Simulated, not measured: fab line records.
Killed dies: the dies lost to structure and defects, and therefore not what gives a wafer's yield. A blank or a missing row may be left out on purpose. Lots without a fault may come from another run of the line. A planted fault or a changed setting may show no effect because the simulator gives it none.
Tool commonality check | flow ritCmos | 14 lots, 42 wafers sampled

## THE REASON FOR OPENING IT
2 of 14 lots carry a flag on the reading FOX2_OXIDE_THK at RIT_FOX2_THK_MEAS_01. Fault-free wafers read 349 nm, with a standard deviation of 6.3.
Rule: a lot gets a flag if all its wafers with a number sit over 4 standard deviations from that mean, or if no wafer of it has a number. The rest of the lots are taken to be sound.

lot  | measured    | on           | FOX2_OXIDE_THK (nm), wafer by wafer | flag
L947 | day 1 19:04 | filmMetro-01 | 356 359 349                         | 
L950 | day 2 12:34 | filmMetro-01 | 348 347 348                         | 
L951 | day 2 19:43 | filmMetro-01 | 338 343 344                         | 
L952 | day 2 22:30 | filmMetro-02 | 348 345 349                         | 
L955 | day 3 16:43 | filmMetro-02 | 347 348 347                         | 
L956 | day 3 20:54 | filmMetro-01 | 358 353 350                         | 
L957 | day 3 21:50 | filmMetro-01 | 270 269 266                         | FLAGGED
L959 | day 4 08:42 | filmMetro-01 | 277 276 274                         | FLAGGED
L963 | day 5 04:28 | filmMetro-02 | 350 349 347                         | 
L964 | day 5 08:06 | filmMetro-03 | 353 348 350                         | 
L966 | day 5 18:09 | filmMetro-01 | 347 353 347                         | 
L967 | day 5 23:59 | filmMetro-03 | 345 349 346                         | 
L968 | day 6 04:56 | filmMetro-02 | 343 347 341                         | 
L969 | day 6 12:49 | filmMetro-01 | 356 345 356                         | 
The mean of the flagged lots' numbers is 272 nm, -77 nm from the usual (-12 standard deviations).

## LOT BY LOT: THE TOOL USED
The record holds 1 process step before the reading, out of a route of 202 steps. Each cell gives the tool, then ch followed by the chambers the sampled wafers passed through, then the start.
lot  | flag    | RIT_FOX2_OXIDATION_00
L947 |         | furnace-01 ch 0, day 1 17:44
L950 |         | furnace-03 ch 0, day 2 11:15
L951 |         | furnace-04 ch 0, day 2 18:22
L952 |         | furnace-04 ch 0, day 2 21:10
L955 |         | furnace-03 ch 0, day 3 15:23
L956 |         | furnace-03 ch 0, day 3 19:35
L957 | FLAGGED | furnace-04 ch 0, day 3 20:31
L959 | FLAGGED | furnace-04 ch 0, day 4 07:23
L963 |         | furnace-01 ch 0, day 5 03:10
L964 |         | furnace-01 ch 0, day 5 06:47
L966 |         | furnace-01 ch 0, day 5 16:50
L967 |         | furnace-03 ch 0, day 5 22:41
L968 |         | furnace-01 ch 0, day 6 03:37
L969 |         | furnace-03 ch 0, day 6 11:30
These steps, and what they do:
- RIT_FOX2_OXIDATION_00: target thk 350.7 nm, ox time 1130 s.
- RIT_FOX2_THK_MEAS_01

## FLAGGED OVER TOTAL, TOOL BY TOOL (the gauges that took the reading come last)
step                  | tool         | lots run | flagged | share of the flagged lots | sound lots run after its first flagged lot
RIT_FOX2_OXIDATION_00 | furnace-01   | 5        | 0       | none                      | -
RIT_FOX2_OXIDATION_00 | furnace-03   | 5        | 0       | none                      | -
RIT_FOX2_OXIDATION_00 | furnace-04   | 4        | 2       | all                       | 0
RIT_FOX2_THK_MEAS_01  | filmMetro-01 | 8        | 2       | all                       | 2 (L966,L969)
RIT_FOX2_THK_MEAS_01  | filmMetro-02 | 4        | 0       | none                      | -
RIT_FOX2_THK_MEAS_01  | filmMetro-03 | 2        | 0       | none                      | -

## WHAT IS ALLOWED BY THE TABLE
Table rows that saw every flagged lot: 2, namely furnace-04 at RIT_FOX2_OXIDATION_00 and filmMetro-01 at RIT_FOX2_THK_MEAS_01.
- furnace-04 at RIT_FOX2_OXIDATION_00: 2 of its 4 lots flagged. Its last sound lot is L952 (day 2 21:10), its first flagged lot L957 (day 3 20:31): a fault that began between those two fits. Its own readings (spikeTcCentreC, spikeTcLoadC, spikeTcSourceC, tubeCenterTempC, tube_center_temp_C_max) fall more than 4 standard deviations out on all wafers of the flagged lots.
- filmMetro-01 at RIT_FOX2_THK_MEAS_01: 2 of its 8 lots flagged. After the first flagged lot (L966, L969), sound lots still ran on it; a lasting fault on the whole tool would not permit that.
Left over: one tool, furnace-04 at RIT_FOX2_OXIDATION_00.

## WHAT THE SIMULATOR PUT IN
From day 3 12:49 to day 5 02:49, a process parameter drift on furnace-04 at RIT_FOX2_OXIDATION_00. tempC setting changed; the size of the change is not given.
Shown lots that were struck: L957, L959. Same finding as the rule above.
